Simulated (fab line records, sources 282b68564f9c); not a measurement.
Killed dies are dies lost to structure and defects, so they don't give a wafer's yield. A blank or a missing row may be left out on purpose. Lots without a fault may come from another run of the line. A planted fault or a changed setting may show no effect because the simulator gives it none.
fab line records | flow rit_cmos
record lots=5 wafers=23
route steps=202 shown ACTIVE@2 FOX2@25 NRETRO@54 PRETRO@72 GATE@87
start_h: hours from the record's first day to the start of the lot's first wafer shown | wait_h: hours since the lot's step before | " the same as in the row above | L1.1+2: a row that stands for several wafers | - no value, or no start given | * or withheld: withheld | < > ~ a bound
route shown NAME@n: a module of which the file shows steps, and the number in the route of the first | usual: mean/standard deviation of fault-free wafers | same: alike in all rows | chamber/n: place in a boat | sites: the reading at each site | _std_site: their standard deviation | _edge_site: outer sites' mean less inner sites' | radius_mm: how far each site lies from the wafer's centre | mask NAME#n: copy n | behind: the tool/chamber that last shaped the wafer | hold: why the lot was held/for how many hours/how that ended | device: the transistor (n, p or np) that didn't switch | end of line: the same wafers' tests at the end of the route | a step without rows: its recipe alone | killed: dies lost to structure and defects at the first sort, not the wafer's yield | map: a wafer's dies, x killed, . not, _ none there
set.NAME: the setting as run; set.NAME@STEP: as run at that earlier step | model.NAME: the simulator's own value behind a step, which no gauge read
lots whose settings were changed on purpose; a table a step, a row a wafer
## steps
# step RIT_ACTIVE_OXIDATION_01
# recipe temp_c=1000 ambient=O2 target_thk_a=468 ox_time_s=3360
# columns lot.wafer tool chamber start_h wait_h set.temp_c model.SiO2_of_ACTIVE_OXIDATION_01.thk_nm
L078.1 furnace-01 0 30.52 0.5 1000 46.42
L078.2 " 0 " " 1000 46.8
L078.5 " 0 " " 1000 46.44
L079.1 - - - 0.1 1012 51.72
L079.2 " - " " 1012 51.82
L079.3 " - " " 1012 52.72
L079.5 " - " " 1012 51.31
L079.6 " - " " 1012 51.99
L080.1 - - - 0.1 1009 51.22
L080.2 " - " " 1009 50.55
L080.3 " - " " 1009 51
L080.4 " - " " 1009 50.73
L080.5 " - " " 1009 50.84
L084.1 - - - 0.1 978.4 38.01
L084.2 " - " " 978.4 38.29
L084.3 " - " " 978.4 38.14
L084.5 " - " " 978.4 37.77
L084.6 " - " " 978.4 38.71
L085.2 - - - 0.1 1020 56.97
L085.3 " - " " 1020 57.07
L085.4 " - " " 1020 57.13
L085.5 " - " " 1020 56.79
L085.6 " - " " 1020 56.29
# step RIT_ACTIVE_THK_MEAS_02
# recipe reads=SiO2_of_ACTIVE_OXIDATION_01
# usual ACTIVE_OXIDE_THK=46.3/0.64
# columns lot.wafer tool chamber start_h wait_h set.temp_c@ACTIVE_OXIDATION_01 ACTIVE_OXIDE_THK[nm]
L078.1 film_metro-01 - 32.46 0.0 1000 46.4
L078.2 " - " " 1000 46.8
L078.5 " - " " 1000 46.5
L079.1 film_metro-03 - - - 1012 51.7
L079.2 " - " " 1012 51.8
L079.3 " - " " 1012 52.8
L079.5 " - " " 1012 51.4
L079.6 " - " " 1012 52.0
L080.1 film_metro-04 - - - 1009 51.3
L080.2 " - " " 1009 50.5
L080.3 " - " " 1009 51.0
L080.4 " - " " 1009 50.8
L080.5 " - " " 1009 50.9
L084.1 film_metro-03 - - - 978.4 38.0
L084.2 " - " " 978.4 38.2
L084.3 " - " " 978.4 38.1
L084.5 " - " " 978.4 37.8
L084.6 " - " " 978.4 38.7
L085.2 film_metro-04 - - - 1020 57.0
L085.3 " - " " 1020 57.0
L085.4 " - " " 1020 57.1
L085.5 " - " " 1020 56.8
L085.6 " - " " 1020 56.3
# step RIT_ACTIVE_EXPOSE_08
# recipe mask_id=M1 na=0.6 source_shape=conventional sigma_outer=0.6 target_cd_nm=1400 dose_mj=225
# columns lot.wafer tool chamber start_h wait_h mask set.dose_mj
L078.1+2+5 iline_stepper-01 0 34.57 0.2 M1#0 225
L079.1+2+5 iline_stepper-01 0 39.04 0.1 M1#0 225
L079.3+6 " 0 " " M1#0 237.6
L080.1+5 iline_stepper-01 0 44.04 0.1 M1#0 218.8
L080.2+3+4 " 0 " " M1#0 225
L084.1+3+6 iline_stepper-02 0 64.17 0.2 M1#0 225
L084.2+5 " 0 " " M1#0 209.6
L085.2+5+6 iline_stepper-02 0 69.06 0.1 M1#0 225
L085.3+4 " 0 " " M1#0 232.4
# step RIT_ACTIVE_DEVELOP_10
# recipe resist=NOVOLAK develop_time_s=50 dev_temp_c=23
# columns lot.wafer tool chamber start_h wait_h set.develop_time_s
L078.1+2+5 litho_track-04 0 - - 50
L079.1+3+5 litho_track-04 0 - - 50
L079.2+6 " 0 " " 43.58
L080.1+2+3 litho_track-01 0 - - 47.15
L080.4+5 " 0 " " 50
L084.1+2 litho_track-04 0 - - 45.86
L084.3+5+6 " 0 " " 50
L085.2+3+5 litho_track-03 0 - - 47.9
L085.4+6 " 0 " " 50
# step RIT_ACTIVE_CD_MEAS_11
# recipe target_cd_nm=1400
# usual cd_nm=1399.2/2.6
# columns lot.wafer tool chamber start_h wait_h set.dose_mj@ACTIVE_EXPOSE_08 set.develop_time_s@ACTIVE_DEVELOP_10 cd_nm
L078.1 cd_sem-02 - 34.99 - 225 50 1399.5
L078.2 " - " " 225 50 1399.2
L078.5 " - " " 225 50 1398.5
L079.1 cd_sem-01 - 39.44 - 225 50 1398.5
L079.2 " - " " 225 43.58 1414.1
L079.3 " - " " 237.6 50 1383.9
L079.5 " - " " 225 50 1399.0
L079.6 " - " " 237.6 43.58 1395.1
L080.1 cd_sem-01 - 44.44 - 218.8 47.15 1416.9
L080.2 " - " " 225 47.15 1409.1
L080.3 " - " " 225 47.15 1409.5
L080.4 " - " " 225 50 1402.2
L080.5 " - " " 218.8 50 1412.8
L084.1 cd_sem-01 - 64.56 - 225 45.86 1405.7
L084.2 " - " " 209.6 45.86 1427.7
L084.3 " - " " 225 50 1399.0
L084.5 " - " " 209.6 50 1417.6
L084.6 " - " " 225 50 1397.2
L085.2 cd_sem-01 - 69.46 - 225 47.9 1404.0
L085.3 " - " " 232.4 47.9 1395.0
L085.4 " - " " 232.4 50 1390.8
L085.5 " - " " 225 47.9 1401.3
L085.6 " - " " 225 50 1399.4
# step RIT_ACTIVE_HARDBAKE_12
# recipe resist=NOVOLAK temp_c=140 time_s=60
# step RIT_ACTIVE_ETCH_13
# recipe stop_on=SiO2 chemistry=SF6 target=Si3N4 time_s=210 over_etch_frac=0.4 SF6_flow_sccm=200 pressure_mtorr=260 rf_w=125 target_depth_a=2100
# columns lot.wafer tool chamber start_h wait_h set.temp_c@ACTIVE_OXIDATION_01 set.dose_mj@ACTIVE_EXPOSE_08 set.develop_time_s@ACTIVE_DEVELOP_10 model.ACTIVE.cd_nm model.SiO2_of_ACTIVE_OXIDATION_01.thk_nm
L078.1 rie_diel-03 2 35.26 0.1 1000 225 50 1399 45.89
L078.2 " 1 " " 1000 225 50 1399 46.22
L078.5 " 2 " " 1000 225 50 1398 45.9
L079.1 rie_diel-04 2 39.71 0.1 1012 225 50 1399 51.72
L079.2 " 1 " " 1012 225 43.58 1415 51.82
L079.3 " 0 " " 1012 237.6 50 1384 52.72
L079.5 " 1 " " 1012 225 50 1399 51.31
L079.6 " 0 " " 1012 237.6 43.58 1395 51.99
L080.1 rie_diel-03 0 44.71 0.1 1009 218.8 47.15 1417 49.82
L080.2 " 2 " " 1009 225 47.15 1409 50.01
L080.3 " 3 " " 1009 225 47.15 1410 48.81
L080.4 " 1 " " 1009 225 50 1402 50.15
L080.5 " 1 " " 1009 218.8 50 1413 50.26
L084.1 rie_diel-03 2 64.83 0.1 978.4 225 45.86 1406 37.48
L084.2 " 1 " " 978.4 209.6 45.86 1428 37.71
L084.3 " 3 " " 978.4 225 50 1399 35.92
L084.5 " 2 " " 978.4 209.6 50 1418 37.24
L084.6 " 3 " " 978.4 225 50 1397 36.49
L085.2 rie_diel-04 3 69.71 0.1 1020 225 47.9 1404 56.36
L085.3 " 2 " " 1020 232.4 47.9 1395 57.07
L085.4 " 0 " " 1020 232.4 50 1391 57.13
L085.5 " 2 " " 1020 225 47.9 1401 56.79
L085.6 " 1 " " 1020 225 50 1400 56.29
# step RIT_ACTIVE_STRIP_14
# recipe chemistry=O2 time_s=180 resist=NOVOLAK platen_temp_c=withheld power_w=500 pressure_mtorr=4000 o2_flow_sccm=4000
# step RIT_ACTIVE_CD_MEAS_90
# recipe target_cd_nm=1400
# usual cd_nm=1399.2/2.6
# columns lot.wafer tool chamber start_h wait_h set.dose_mj@ACTIVE_EXPOSE_08 set.develop_time_s@ACTIVE_DEVELOP_10 cd_nm
L078.1 cd_sem-02 - 35.56 0.1 225 50 1399.6
L078.2 " - " " 225 50 1398.6
L078.5 " - " " 225 50 1398.4
L079.1 cd_sem-02 - 40.02 0.1 225 50 1398.5
L079.2 " - " " 225 43.58 1414.8
L079.3 " - " " 237.6 50 1384.3
L079.5 " - " " 225 50 1399.2
L079.6 " - " " 237.6 43.58 1395.6
L080.1 cd_sem-02 - 45.02 0.1 218.8 47.15 1416.8
L080.2 " - " " 225 47.15 1409.3
L080.3 " - " " 225 47.15 1409.6
L080.4 " - " " 225 50 1402.1
L080.5 " - " " 218.8 50 1412.8
L084.1 cd_sem-01 - 65.14 0.1 225 45.86 1405.9
L084.2 " - " " 209.6 45.86 1427.6
L084.3 " - " " 225 50 1398.7
L084.5 " - " " 209.6 50 1417.4
L084.6 " - " " 225 50 1397.4
L085.2 cd_sem-01 - 70.04 0.1 225 47.9 1404.0
L085.3 " - " " 232.4 47.9 1394.9
L085.4 " - " " 232.4 50 1391.5
L085.5 " - " " 225 47.9 1401.6
L085.6 " - " " 225 50 1399.5
# step RIT_ACTIVE_CLEAN_15
# recipe chemistry=SC1 mix=3:3:50 time_s=600 temp_c=75
# step RIT_ACTIVE_CLEAN_16
# recipe chemistry=dHF dilution=50:1 time_s=30
# step RIT_FOX2_CLEAN_02
# recipe chemistry=dHF dilution=50:1 time_s=180
# step RIT_FOX2_WET_ETCH_03
# recipe chemistry=H3PO4 target=Si3N4 target_depth_nm=195 temp_c=165 time_s=2700
# columns lot.wafer tool chamber start_h wait_h set.temp_c@ACTIVE_OXIDATION_01 model.SiO2_of_ACTIVE_OXIDATION_01.thk_nm
L078.1 wet_bench-04 1 38.98 0.0 1000 40.86
L078.2 " 1 " " 1000 41.12
L078.5 " 1 " " 1000 40.85
L079.1 wet_bench-03 2 43.49 0.0 1012 46.05
L079.2 " 2 " " 1012 46.12
L079.3 " 2 " " 1012 46.91
L079.5 " 2 " " 1012 45.64
L079.6 " 2 " " 1012 46.27
L080.1 wet_bench-01 3 48.79 0.0 1009 44.28
L080.2 " 3 " " 1009 44.46
L080.3 " 3 " " 1009 43.37
L080.4 " 3 " " 1009 44.51
L080.5 " 3 " " 1009 44.66
L084.1 wet_bench-01 2 68.55 0.0 978.4 33.21
L084.2 " 2 " " 978.4 33.42
L084.3 " 2 " " 978.4 31.83
L084.5 " 2 " " 978.4 33.02
L084.6 " 2 " " 978.4 32.33
L085.2 wet_bench-03 2 73.43 0.0 1020 50
L085.3 " 2 " " 1020 50.68
L085.4 " 2 " " 1020 50.69
L085.5 " 2 " " 1020 50.38
L085.6 " 2 " " 1020 49.94
# step RIT_NRETRO_COAT_01
# recipe resist=NOVOLAK spin_rpm=2000 resist_thk_nm=1300
# columns lot.wafer tool chamber start_h wait_h set.resist_thk_nm model.NOVOLAK_of_NRETRO_COAT_01.thk_nm
L078.1 litho_track-01 0 48.65 0.1 1300 1301
L078.2 " 0 " " 1300 1302
L078.5 " 0 " " 1300 1299
L079.1 litho_track-04 0 53.01 0.1 1300 1301
L079.2 " 0 " " 1300 1297
L079.3 " 0 " " 1370 1366
L079.5 " 0 " " 1370 1369
L079.6 " 0 " " 1300 1298
L080.1 litho_track-04 0 58.31 0.1 1300 1301
L080.2 " 0 " " 1300 1297
L080.3 " 0 " " 1300 1299
L080.4+5 " 0 " " 1300 1296
L084.1+6 litho_track-02 0 78.10 0.1 1300 1302
L084.2 " 0 " " 1300 1304
L084.3+5 " 0 " " 1300 1303
L085.2 litho_track-02 0 82.97 0.1 1244 1248
L085.3 " 0 " " 1300 1302
L085.4 " 0 " " 1244 1245
L085.5 " 0 " " 1244 1244
L085.6 " 0 " " 1300 1303
# step RIT_NRETRO_SOFTBAKE_02
# recipe resist=NOVOLAK temp_c=90 time_s=60
# step RIT_NRETRO_EXPOSE_03
# recipe mask_id=M4 na=0.57 target_cd_nm=43900 dose_mj=250
# step RIT_NRETRO_DEVELOP_05
# recipe resist=NOVOLAK develop_time_s=68 dev_temp_c=23
# step RIT_NRETRO_HARDBAKE_07
# recipe resist=NOVOLAK temp_c=140 time_s=120
# columns lot.wafer tool chamber start_h wait_h set.resist_thk_nm@NRETRO_COAT_01 model.NOVOLAK_of_NRETRO_COAT_01.thk_nm
L078.1+2 litho_track-02 0 49.42 0.0 1300 1138
L078.5 " 0 " " 1300 1136
L079.1 litho_track-01 0 53.77 0.0 1300 1138
L079.2 " 0 " " 1300 1134
L079.3 " 0 " " 1370 1194
L079.5 " 0 " " 1370 1196
L079.6 " 0 " " 1300 1135
L080.1 litho_track-01 0 59.20 0.0 1300 1138
L080.2 " 0 " " 1300 1135
L080.3 " 0 " " 1300 1136
L080.4 " 0 " " 1300 1133
L080.5 " 0 " " 1300 1134
L084.1+5+6 litho_track-04 0 78.87 0.0 1300 1139
L084.2 " 0 " " 1300 1141
L084.3 " 0 " " 1300 1140
L085.2 litho_track-02 0 83.88 0.1 1244 1092
L085.3 " 0 " " 1300 1138
L085.4+5 " 0 " " 1244 1089
L085.6 " 0 " " 1300 1140
# step RIT_NRETRO_IMPLANT_08
# recipe species=P energy_kev=70 dose_cm2=1e+13 tilt_deg=7
# columns lot.wafer tool chamber start_h wait_h set.dose_cm2
L078.1+2+5 implanter-01 0 49.67 0.2 1e+13
L079.1+3+6 implanter-01 0 54.02 0.2 1.036e+13
L079.2+5 " 0 " " 1e+13
L080.1+5 implanter-01 0 59.45 0.2 1e+13
L080.2+3+4 " 0 " " 9.265e+12
L084.1+5 implanter-01 0 79.12 0.2 1e+13
L084.2+3+6 " 0 " " 1.055e+13
L085.2+4+6 implanter-01 0 84.11 0.2 9.303e+12
L085.3+5 " 0 " " 1e+13
# step RIT_NRETRO_STRIP_09
# recipe chemistry=O2 time_s=180 resist=NOVOLAK platen_temp_c=withheld power_w=500 pressure_mtorr=4000 o2_flow_sccm=4000
# step RIT_NRETRO_TW_MEAS_10
# usual NRETRO_TW=1055/12
# columns lot.wafer tool chamber start_h wait_h set.dose_cm2@NRETRO_IMPLANT_08 NRETRO_TW
L078.1 film_metro-03 - 49.99 0.1 1e+13 1061
L078.2 " - " " 1e+13 1063
L078.5 " - " " 1e+13 1068
L079.1 film_metro-01 - 54.35 0.1 1.036e+13 1054
L079.2 " - " " 1e+13 1037
L079.3 " - " " 1.036e+13 1051
L079.5 " - " " 1e+13 1044
L079.6 " - " " 1.036e+13 1051
L080.1 film_metro-01 - 59.78 0.1 1e+13 1040
L080.2 " - " " 9.265e+12 1014
L080.3 " - " " 9.265e+12 1011
L080.4 " - " " 9.265e+12 1012
L080.5 " - " " 1e+13 1042
L084.1 film_metro-03 - 79.44 0.1 1e+13 1062
L084.2 " - " " 1.055e+13 1081
L084.3 " - " " 1.055e+13 1080
L084.5 " - " " 1e+13 1062
L084.6 " - " " 1.055e+13 1080
L085.2 film_metro-03 - 84.42 0.1 9.303e+12 1034
L085.3 " - " " 1e+13 1058
L085.4 " - " " 9.303e+12 1034
L085.5 " - " " 1e+13 1061
L085.6 " - " " 9.303e+12 1036
# step RIT_PRETRO_IMPLANT_08
# recipe species=B energy_kev=45 dose_cm2=1.2e+13 tilt_deg=7
# columns lot.wafer tool chamber start_h wait_h set.dose_cm2
L078.1+2+5 implanter-02 0 51.34 0.2 1.2e+13
L079.1+2+3 implanter-02 0 55.76 0.2 1.2e+13
L079.5+6 " 0 " " 1.119e+13
L080.1+2 implanter-02 0 61.13 0.2 1.12e+13
L080.3+4+5 " 0 " " 1.2e+13
L084.1+2+3 implanter-04 0 80.67 0.2 1.2e+13
L084.5+6 " 0 " " 1.171e+13
L085.2+3+5 implanter-04 0 85.79 0.2 1.121e+13
L085.4+6 " 0 " " 1.2e+13
# step RIT_PRETRO_STRIP_09
# recipe chemistry=O2 time_s=180 resist=NOVOLAK platen_temp_c=withheld power_w=500 pressure_mtorr=4000 o2_flow_sccm=4000
# step RIT_PRETRO_TW_MEAS_10
# usual PRETRO_TW=474/3.5
# columns lot.wafer tool chamber start_h wait_h set.dose_cm2@PRETRO_IMPLANT_08 PRETRO_TW
L078.1 film_metro-04 - 51.67 0.1 1.2e+13 479
L078.2 " - " " 1.2e+13 481
L078.5 " - " " 1.2e+13 483
L079.1 film_metro-01 - 56.18 0.1 1.2e+13 470
L079.2 " - " " 1.2e+13 468
L079.3 " - " " 1.2e+13 472
L079.5 " - " " 1.119e+13 459
L079.6 " - " " 1.119e+13 461
L080.1 film_metro-02 - 61.45 0.1 1.12e+13 467
L080.2 " - " " 1.12e+13 464
L080.3 " - " " 1.2e+13 476
L080.4 " - " " 1.2e+13 478
L080.5 " - " " 1.2e+13 475
L084.1 film_metro-01 - 80.99 0.1 1.2e+13 472
L084.2 " - " " 1.2e+13 471
L084.3 " - " " 1.2e+13 471
L084.5 " - " " 1.171e+13 469
L084.6 " - " " 1.171e+13 470
L085.2 film_metro-01 - 86.10 0.1 1.121e+13 462
L085.3 " - " " 1.121e+13 461
L085.4 " - " " 1.2e+13 474
L085.5 " - " " 1.121e+13 465
L085.6 " - " " 1.2e+13 471
# step RIT_GATE_COAT_11
# recipe resist=NOVOLAK spin_rpm=4250 resist_thk_nm=850
# columns lot.wafer tool chamber start_h wait_h set.resist_thk_nm model.NOVOLAK_of_GATE_COAT_11.thk_nm
L078.1 litho_track-01 0 55.50 0.1 850 855
L078.2 " 0 " " 850 852.5
L078.5 " 0 " " 850 848.7
L079.1 litho_track-01 0 60.27 0.1 850 849.4
L079.2 " 0 " " 850 852.1
L079.3 " 0 " " 850 851.2
L079.5 " 0 " " 850 848.7
L079.6 " 0 " " 850 852.4
L080.1 litho_track-01 0 65.36 0.1 850 849.3
L080.2 " 0 " " 850 852.3
L080.3 " 0 " " 828.7 826.7
L080.4 " 0 " " 828.7 828.9
L080.5 " 0 " " 850 851.1
L084.1 litho_track-02 0 84.74 0.1 878.5 882.7
L084.2 " 0 " " 850 854.8
L084.3 " 0 " " 878.5 884
L084.5 " 0 " " 878.5 884.2
L084.6 " 0 " " 850 854.2
L085.2 litho_track-02 0 90.93 0.1 817.2 816
L085.3 " 0 " " 817.2 816.8
L085.4 " 0 " " 850 847
L085.5 " 0 " " 850 848.6
L085.6 " 0 " " 817.2 813.6
## key
split step=RIT_ACTIVE_OXIDATION_01 setting=temp_c stated=1000 by=lot
response step=RIT_ACTIVE_OXIDATION_01 reading=model.SiO2_of_ACTIVE_OXIDATION_01.thk_nm change=+4.37 per=1% r=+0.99
response step=RIT_ACTIVE_THK_MEAS_02 reading=ACTIVE_OXIDE_THK change=+4.37 per=1% r=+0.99
response step=RIT_ACTIVE_ETCH_13 reading=model.SiO2_of_ACTIVE_OXIDATION_01.thk_nm change=+4.62 per=1% r=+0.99
response step=RIT_FOX2_WET_ETCH_03 reading=model.SiO2_of_ACTIVE_OXIDATION_01.thk_nm change=+4.12 per=1% r=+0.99
split step=RIT_ACTIVE_EXPOSE_08 setting=dose_mj stated=225 by=wafer
response step=RIT_ACTIVE_CD_MEAS_11 reading=cd_nm slope=-2.94 per=1% together_with=develop_time_s@ACTIVE_DEVELOP_10 explained=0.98
response step=RIT_ACTIVE_ETCH_13 reading=model.ACTIVE.cd_nm slope=-2.95 per=1% together_with=develop_time_s@ACTIVE_DEVELOP_10 explained=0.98
response step=RIT_ACTIVE_CD_MEAS_90 reading=cd_nm slope=-2.92 per=1% together_with=develop_time_s@ACTIVE_DEVELOP_10 explained=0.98
split step=RIT_ACTIVE_DEVELOP_10 setting=develop_time_s stated=50 by=wafer
response step=RIT_ACTIVE_CD_MEAS_11 reading=cd_nm slope=-1.03 per=1% together_with=dose_mj@ACTIVE_EXPOSE_08 explained=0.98
response step=RIT_ACTIVE_ETCH_13 reading=model.ACTIVE.cd_nm slope=-1.04 per=1% together_with=dose_mj@ACTIVE_EXPOSE_08 explained=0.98
response step=RIT_ACTIVE_CD_MEAS_90 reading=cd_nm slope=-1.05 per=1% together_with=dose_mj@ACTIVE_EXPOSE_08 explained=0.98
split step=RIT_NRETRO_COAT_01 setting=resist_thk_nm stated=1300 by=wafer
response step=RIT_NRETRO_COAT_01 reading=model.NOVOLAK_of_NRETRO_COAT_01.thk_nm change=+12.9 per=1% r=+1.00
response step=RIT_NRETRO_HARDBAKE_07 reading=model.NOVOLAK_of_NRETRO_COAT_01.thk_nm change=+11.1 per=1% r=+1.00
split step=RIT_NRETRO_IMPLANT_08 setting=dose_cm2 stated=1e+13 by=wafer
response step=RIT_NRETRO_TW_MEAS_10 reading=NRETRO_TW change=+3.61 per=1% r=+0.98
split step=RIT_PRETRO_IMPLANT_08 setting=dose_cm2 stated=1.2e+13 by=wafer
response step=RIT_PRETRO_TW_MEAS_10 reading=PRETRO_TW change=+1.5 per=1% r=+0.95
split step=RIT_GATE_COAT_11 setting=resist_thk_nm stated=850 by=wafer
response step=RIT_GATE_COAT_11 reading=model.NOVOLAK_of_GATE_COAT_11.thk_nm change=+8.65 per=1% r=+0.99
